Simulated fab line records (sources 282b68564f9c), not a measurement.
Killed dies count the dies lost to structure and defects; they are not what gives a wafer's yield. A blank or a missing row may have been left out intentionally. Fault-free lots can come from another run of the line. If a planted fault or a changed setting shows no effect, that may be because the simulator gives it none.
Chamber matching / flow rit_cmos / RIT_GATE_ETCH_19 on rie_si-01 has 4 sister chambers
The step etches poly-Si in SF6/CHF3/O2, stops on SiO2, time 165 s, target depth 312.5 nm. 8 wafers are shown with their chamber, then 7 later ones without.

== WAFERS WITH THEIR CHAMBER ==
wafer=L505.1; chamber=2; drypump_motor_current_A (A)=5.76; throttle_valve_pct (%)=10.33
wafer=L507.1; chamber=3; drypump_motor_current_A (A)=5.28; throttle_valve_pct (%)=10.12
wafer=L507.6; chamber=1; drypump_motor_current_A (A)=5.59; throttle_valve_pct (%)=10.31
wafer=L509.3; chamber=1; drypump_motor_current_A (A)=5.60; throttle_valve_pct (%)=10.31
wafer=L509.5; chamber=3; drypump_motor_current_A (A)=5.27; throttle_valve_pct (%)=10.13
wafer=L509.6; chamber=0; drypump_motor_current_A (A)=5.91; throttle_valve_pct (%)=10.25
wafer=L511.2; chamber=0; drypump_motor_current_A (A)=5.88; throttle_valve_pct (%)=10.26
wafer=L511.4; chamber=2; drypump_motor_current_A (A)=5.75; throttle_valve_pct (%)=10.30

== WAFERS WHOSE CHAMBER IS MISSING ==
wafer=L511.6; drypump_motor_current_A (A)=5.87; throttle_valve_pct (%)=10.26
wafer=L513.3; drypump_motor_current_A (A)=5.57; throttle_valve_pct (%)=10.30
wafer=L513.4; drypump_motor_current_A (A)=5.28; throttle_valve_pct (%)=10.12
wafer=L513.6; drypump_motor_current_A (A)=5.58; throttle_valve_pct (%)=10.29
wafer=L515.1; drypump_motor_current_A (A)=5.59; throttle_valve_pct (%)=10.31
wafer=L515.2; drypump_motor_current_A (A)=5.28; throttle_valve_pct (%)=10.14
wafer=L515.3; drypump_motor_current_A (A)=5.89; throttle_valve_pct (%)=10.24

== THE CHAMBER EACH PASSED THROUGH ==
wafer=L511.6; from the rows above=0; in truth=0
wafer=L513.3; from the rows above=1; in truth=1
wafer=L513.4; from the rows above=3; in truth=3
wafer=L513.6; from the rows above=1; in truth=1
wafer=L515.1; from the rows above=1; in truth=1
wafer=L515.2; from the rows above=3; in truth=3
wafer=L515.3; from the rows above=0; in truth=0
Correctly placed: 7 of 7. Number that these rows cannot place: 0. Wrongly placed: 0.
How it was worked out, from the rows above alone: a wafer's distance from a chamber is the root of the sum, over the readings, of the square of ((its reading less the chamber's mean) divided by the reading's scatter). The wafer belongs to the nearest chamber; if the next one is less than 2 further off, it can't be placed. A chamber's mean is the mean of its shown wafers. The scatter: the root of (the sum of the squares of (reading less its chamber's mean) over the shown wafers, divided by (wafers less chambers)).
